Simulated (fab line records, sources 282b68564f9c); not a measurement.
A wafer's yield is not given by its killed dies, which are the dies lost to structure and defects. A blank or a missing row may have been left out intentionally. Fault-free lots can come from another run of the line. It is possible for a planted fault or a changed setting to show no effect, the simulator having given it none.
Shared-tool check / flow ritCmos / Sample size 14 lots and 42 wafers

WHY THIS WAS OPENED
RIT_WELLDRIVE_RS_MEAS_02, reading PWELL_RS: flagged on 2 of 14 lots. No-fault wafers: 424.4 ohm/sq, standard deviation 1.1.
Rule: a lot gets a flag if all its wafers with a number sit over 4 standard deviations from that mean, or if no wafer of it has a number. All remaining lots are regarded as sound.

lot=L708; measured=day 2 18:41; on=filmMetro-01; PWELL_RS (ohm/sq), wafer by wafer=421.6 423.3 421.8; flag=
lot=L710; measured=day 3 02:25; on=filmMetro-01; PWELL_RS (ohm/sq), wafer by wafer=424.0 423.4 424.6; flag=
lot=L711; measured=day 3 09:43; on=filmMetro-03; PWELL_RS (ohm/sq), wafer by wafer=424.7 423.7 423.8; flag=
lot=L712; measured=day 3 12:42; on=filmMetro-03; PWELL_RS (ohm/sq), wafer by wafer=425.4 424.9 424.3; flag=
lot=L714; measured=day 3 23:06; on=filmMetro-03; PWELL_RS (ohm/sq), wafer by wafer=425.1 423.6 424.6; flag=
lot=L716; measured=day 4 07:38; on=filmMetro-01; PWELL_RS (ohm/sq), wafer by wafer=425.7 424.6 425.4; flag=
lot=L718; measured=day 4 18:05; on=filmMetro-04; PWELL_RS (ohm/sq), wafer by wafer=426.1 425.5 424.7; flag=
lot=L719; measured=day 4 22:43; on=filmMetro-01; PWELL_RS (ohm/sq), wafer by wafer=425.1 424.2 425.6; flag=
lot=L720; measured=day 5 02:01; on=filmMetro-03; PWELL_RS (ohm/sq), wafer by wafer=423.7 422.6 423.0; flag=
lot=L722; measured=day 5 13:54; on=filmMetro-01; PWELL_RS (ohm/sq), wafer by wafer=436.6 435.5 438.9; flag=FLAGGED
lot=L723; measured=day 5 18:59; on=filmMetro-01; PWELL_RS (ohm/sq), wafer by wafer=437.1 436.7 437.2; flag=FLAGGED
lot=L725; measured=day 6 05:25; on=filmMetro-03; PWELL_RS (ohm/sq), wafer by wafer=424.4 424.2 425.2; flag=
lot=L727; measured=day 6 14:29; on=filmMetro-04; PWELL_RS (ohm/sq), wafer by wafer=424.3 424.6 424.4; flag=
lot=L728; measured=day 6 19:45; on=filmMetro-03; PWELL_RS (ohm/sq), wafer by wafer=424.5 425.0 426.6; flag=
On average the flagged lots' numbers are 437.0 ohm/sq, which is +12.6 ohm/sq against the usual, or +11 standard deviations.

LOT BY LOT: THE TOOL USED
The record holds 1 process step before the reading, out of a route of 202 steps. Every cell lists first the tool, next ch and the chambers used by the sampled wafers, and last the start.
lot=L708; flag=; RIT_PWELL_IMPLANT_08=implanter-02 ch 0, day 2 12:13
lot=L710; flag=; RIT_PWELL_IMPLANT_08=implanter-02 ch 0, day 2 20:38
lot=L711; flag=; RIT_PWELL_IMPLANT_08=implanter-03 ch 0, day 3 04:08
lot=L712; flag=; RIT_PWELL_IMPLANT_08=implanter-02 ch 0, day 3 06:50
lot=L714; flag=; RIT_PWELL_IMPLANT_08=implanter-03 ch 0, day 3 17:16
lot=L716; flag=; RIT_PWELL_IMPLANT_08=implanter-02 ch 0, day 4 01:07
lot=L718; flag=; RIT_PWELL_IMPLANT_08=implanter-02 ch 0, day 4 12:11
lot=L719; flag=; RIT_PWELL_IMPLANT_08=implanter-03 ch 0, day 4 17:08
lot=L720; flag=; RIT_PWELL_IMPLANT_08=implanter-02 ch 0, day 4 20:25
lot=L722; flag=FLAGGED; RIT_PWELL_IMPLANT_08=implanter-02 ch 0, day 5 08:19
lot=L723; flag=FLAGGED; RIT_PWELL_IMPLANT_08=implanter-02 ch 0, day 5 12:46
lot=L725; flag=; RIT_PWELL_IMPLANT_08=implanter-03 ch 0, day 5 23:32
lot=L727; flag=; RIT_PWELL_IMPLANT_08=implanter-03 ch 0, day 6 08:53
lot=L728; flag=; RIT_PWELL_IMPLANT_08=implanter-01 ch 0, day 6 12:48
What the steps here do:
- RIT_PWELL_IMPLANT_08
- RIT_WELLDRIVE_RS_MEAS_02: measures by four-point-probe.

FLAGGED OVER TOTAL, TOOL BY TOOL (the gauges that took the reading come last)
step=RIT_PWELL_IMPLANT_08; tool=implanter-01; lots run=1; flagged=0; share of the flagged lots=none; sound lots run after its first flagged lot=-
step=RIT_PWELL_IMPLANT_08; tool=implanter-02; lots run=8; flagged=2; share of the flagged lots=all; sound lots run after its first flagged lot=0
step=RIT_PWELL_IMPLANT_08; tool=implanter-03; lots run=5; flagged=0; share of the flagged lots=none; sound lots run after its first flagged lot=-
step=RIT_WELLDRIVE_RS_MEAS_02; tool=filmMetro-01; lots run=6; flagged=2; share of the flagged lots=all; sound lots run after its first flagged lot=0
step=RIT_WELLDRIVE_RS_MEAS_02; tool=filmMetro-03; lots run=6; flagged=0; share of the flagged lots=none; sound lots run after its first flagged lot=-
step=RIT_WELLDRIVE_RS_MEAS_02; tool=filmMetro-04; lots run=2; flagged=0; share of the flagged lots=none; sound lots run after its first flagged lot=-

WHAT IS ALLOWED BY THE TABLE
implanter-02 at RIT_PWELL_IMPLANT_08 and filmMetro-01 at RIT_WELLDRIVE_RS_MEAS_02 are the 2 rows of the table that ran each flagged lot.
- implanter-02 at RIT_PWELL_IMPLANT_08 ran 8 lots, 2 of them flagged. A fault beginning between L720 (day 4 20:25), its last sound lot, and L722 (day 5 08:19), its first flagged one, fits the data. Its own readings (beamEnergyKeV) fall more than 4 standard deviations out on all wafers of the flagged lots.
- filmMetro-01 at RIT_WELLDRIVE_RS_MEAS_02 ran 6 lots, 2 of them flagged. A fault beginning between L719 (day 4 22:43), its last sound lot, and L722 (day 5 13:54), its first flagged one, fits the data.
Because each of these 2 tools fits a fault that began at some hour, counting lots does not separate them. More lots, or a look at what each step does to the wafer, might.

WHAT THE SIMULATOR PUT IN
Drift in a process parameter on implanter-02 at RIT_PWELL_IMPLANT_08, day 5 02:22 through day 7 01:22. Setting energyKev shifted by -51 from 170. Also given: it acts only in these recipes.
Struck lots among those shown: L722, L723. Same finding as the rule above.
